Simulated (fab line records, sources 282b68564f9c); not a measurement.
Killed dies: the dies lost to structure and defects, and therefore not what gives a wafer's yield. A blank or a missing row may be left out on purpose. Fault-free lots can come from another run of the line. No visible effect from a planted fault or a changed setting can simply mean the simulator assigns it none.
Split-lot study	flow ritCmos	23 wafers read across 5 lots, on a route 202 steps long

== ABOUT THE SPLIT ==
At RIT_NWELL_IMPLANT_08, the setting doseCm2 was moved away from the recipe's 5e+13 on 12 of the 23 wafers read, by -2.7% to +5.4%. All remaining wafers had this setting at the recipe value.

== FROM THE SPLIT TO THE READING: what the file shows between them, 3 steps ==
- RIT_PWELL_IMPLANT_08 (also split here: tiltDeg)
- RIT_PWELL_STRIP_09: strips in O2, time 180 s
- RIT_WELLDRIVE_ANNEAL_00: time 14700 s

== THE READING ==
NWELL_RS (ohm/sq), read at RIT_WELLDRIVE_RS_MEAS_01 with a four-point probe. On this fab line, fault-free wafers typically give 275.9 ohm/sq with a standard deviation of 0.73 ohm/sq.

wafer	tool, chamber at the split	doseCm2 as run	against the recipe	NWELL_RS, ohm/sq	against lot-mates on the recipe
L074.2	implanter-02, 0	5e+13	recipe	276.7	-
L074.3	implanter-02, 0	5e+13	recipe	277.8	-
L074.4	implanter-02, 0	5.248e+13	+5.0%	269.0	-8.2
L074.5	implanter-02, 0	5.248e+13	+5.0%	268.2	-9.1
L074.6	implanter-02, 0	5.248e+13	+5.0%	267.7	-9.6
L079.1	implanter-03, 0	4.864e+13	-2.7%	281.5	+5.0
L079.2	implanter-03, 0	4.864e+13	-2.7%	279.8	+3.3
L079.3	implanter-03, 0	5e+13	recipe	276.8	-
L079.4	implanter-03, 0	5e+13	recipe	276.1	-
L079.6	implanter-03, 0	4.864e+13	-2.7%	280.2	+3.7
L081.1	implanter-02, 0	5e+13	recipe	275.1	-
L081.2	implanter-02, 0	5.177e+13	+3.5%	270.1	-5.3
L081.3	implanter-02, 0	5e+13	recipe	275.7	-
L081.4	implanter-02, 0	5.177e+13	+3.5%	269.9	-5.5
L081.5	implanter-02, 0	5.177e+13	+3.5%	269.7	-5.7
L082.2	implanter-03, 0	5e+13	recipe	274.4	-
L082.3	implanter-03, 0	5e+13	recipe	275.8	-
L082.4	implanter-03, 0	5e+13	recipe	275.3	-
L084.1	implanter-03, 0	5.27e+13	+5.4%	268.0	-8.7
L084.2	implanter-03, 0	5.27e+13	+5.4%	267.8	-8.9
L084.4	implanter-03, 0	5e+13	recipe	277.1	-
L084.5	implanter-03, 0	5e+13	recipe	276.3	-
L084.6	implanter-03, 0	5.27e+13	+5.4%	268.2	-8.5

FIT RESULTS
A straight line over all 23 wafers: NWELL_RS changes by -1.58 ohm/sq for each +1% of doseCm2; r = -0.98; the points scatter about the line by 0.81 ohm/sq.
The same after taking each lot's own level away (the mean of its wafers on the recipe; 23 wafers): -1.64 ohm/sq for each +1%; r = -0.99; scatter 0.6 ohm/sq.
According to that fit, moving doseCm2 by its largest amount changes the reading by 8.8 ohm/sq.
Across the lots, their own levels run from 275.17 to 277.25 ohm/sq, a range of 2.9 times the standard deviation given above.
So the lot-to-lot level changes the slope little: the two slopes agree.
Check: -8.99 ohm/sq against its lot-mates is what the line predicts for one of the wafers moved furthest among these (+5.4%) when that wafer is left out of the fit. It came out at -8.7 ohm/sq against them.

== THE OTHER SPLITS THESE WAFERS WENT THROUGH ==
Other splits were also applied to these wafers ahead of the reading. Each is held against what the fit with the lots' levels taken away leaves over:
other split on the same wafers	wafers away from the commonest value	r with NWELL_RS (lot level and that fit taken away)
RIT_ACTIVE_DEVELOP_10 developTimeS	8	-0.21
RIT_ACTIVE_ETCH_13 pressureMtorr	10	-0.19
RIT_NWELL_SOFTBAKE_02 tempC	6	-0.09
RIT_PWELL_IMPLANT_08 tiltDeg	7	+0.28

== FILE'S OWN FIT ==
NWELL_RS changes by -1.65 ohm/sq for each +1% of doseCm2, r = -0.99.
